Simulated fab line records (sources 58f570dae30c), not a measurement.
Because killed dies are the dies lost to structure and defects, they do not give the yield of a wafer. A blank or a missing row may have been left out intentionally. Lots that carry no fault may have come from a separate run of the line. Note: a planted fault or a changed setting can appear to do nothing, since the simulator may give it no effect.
Struck lot and sound lot, side by side ; flow berkeley-cmos170 ; 16 steps out of a route of 331
Sound: wafers L335.1, L335.4, L335.5. Wafers L338.2, L338.4, L338.5 were the ones struck. The cause is named last.
Per side, at each step with rows, come the tool, then ch with its chambers, and then its first start. Under that, the readings that differ: sound wafers ; struck wafers ; difference of the means ; sigmas: that difference in standard deviations of wafers without a fault.
alike: a reading whose means differ by less than 2 such deviations, as well as words and numbers matching on both sides. not compared: withheld readings; readings where some wafer has no value; bounds like >300 that might hide an equal value; numbers whose values overlap and for which the record gives no deviation.
The two part at a step that has a row with sigmas, a row that says differs or no value, or rows on one side only. Numbers that have no deviation but don't overlap get no sigmas and don't part them. Lack of a reading on every wafer of one side parts them only where that side has two or more wafers.

UCB170_SACOX_THK_MEAS_02:
  sound: film-metro-01 at day 6 11:37; struck: film-metro-01 at day 7 14:55
  alike: SACOX_OXIDE_THK
then, 2 steps without rows for these wafers: UCB170_SCREENOX_WET_ETCH_00 (etches SiO2 in dHF, time 200 s); UCB170_SCREENOX_OXIDATION_01 (target thk 14.4 nm, ox time 2400 s).
UCB170_SCREENOX_THK_MEAS_02:
  sound: film-metro-01 at day 6 17:28; struck: film-metro-03 at day 8 03:01
  alike: SCREENOX_OXIDE_THK
then, 7 steps without rows for these wafers: UCB170_SCREENOX_ANNEAL_03 (time 900 s); UCB170_NVT_HMDS_00 (prime time 60 s); UCB170_NVT_COAT_01 (resist thk 900 nm); UCB170_NVT_SOFTBAKE_02 (time 60 s); UCB170_NVT_EXPOSE_03 (exposes mask PWELL, target cd 3000 nm); UCB170_NVT_PEB_04; UCB170_NVT_DEVELOP_05 (develop time 45 s).
UCB170_NVT_OVL_MEAS_06:
  sound: overlay-01 at day 7 01:16; struck: overlay-01 at day 8 13:42
  alike: NVT_OVL
UCB170_NVT_IMPLANT_07:
  sound on implanter-03 ch 0, day 7 01:19; struck on implanter-03 ch 0, day 8 13:45
reading;sound;struck;difference;sigmas
beam-energy-keV;50.014 50.012 49.996;57.055 57.025 57.027;+7.028;+99 or more
model.implant.rp-nm (nm);38.08 38.08 38.08;40.99 40.99 40.99;+2.91;
model.implant.drp-nm (nm);18.57 18.57 18.57;20.44 20.44 20.44;+1.87;
  alike: end-station-pressure-torr
UCB170_NVT_STRIP_08: strips in O2.
  sound on plasma-asher-04 ch 0,1, day 7 01:28; struck on plasma-asher-03 ch 0,1, day 8 13:53
  alike: drypump-motor-current-A, oes-product-au, strip-time-to-endpoint-s
  not compared: rf-hours-counter-h
UCB170_NVT_TW_MEAS_09:
  sound: film-metro-01 at day 7 01:34; struck: film-metro-01 at day 8 14:13
reading;sound;struck;difference;sigmas
NVT_TW;526.3 523.8 524.3;540.7 539.5 539.9;+15.2;+6
  not compared: hold
-- the record jumps here: 3 days lie between the struck wafers' starts before and after (it left off in module NVT and takes up again in module M3, whose first step shown is number 331 of the route) --
UCB170_M3_PROBE_99:
  rows exist in the record for the struck wafers here (prober-02, day 11 09:01), but not for the sound ones

WHERE THEY PART
At UCB170_NVT_IMPLANT_07 first; at UCB170_M3_PROBE_99 last (within this record only).

WHY: what the simulator had put in
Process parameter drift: implanter-03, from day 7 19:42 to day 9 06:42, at UCB170_NVT_IMPLANT_07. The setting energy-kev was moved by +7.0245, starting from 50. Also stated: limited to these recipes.
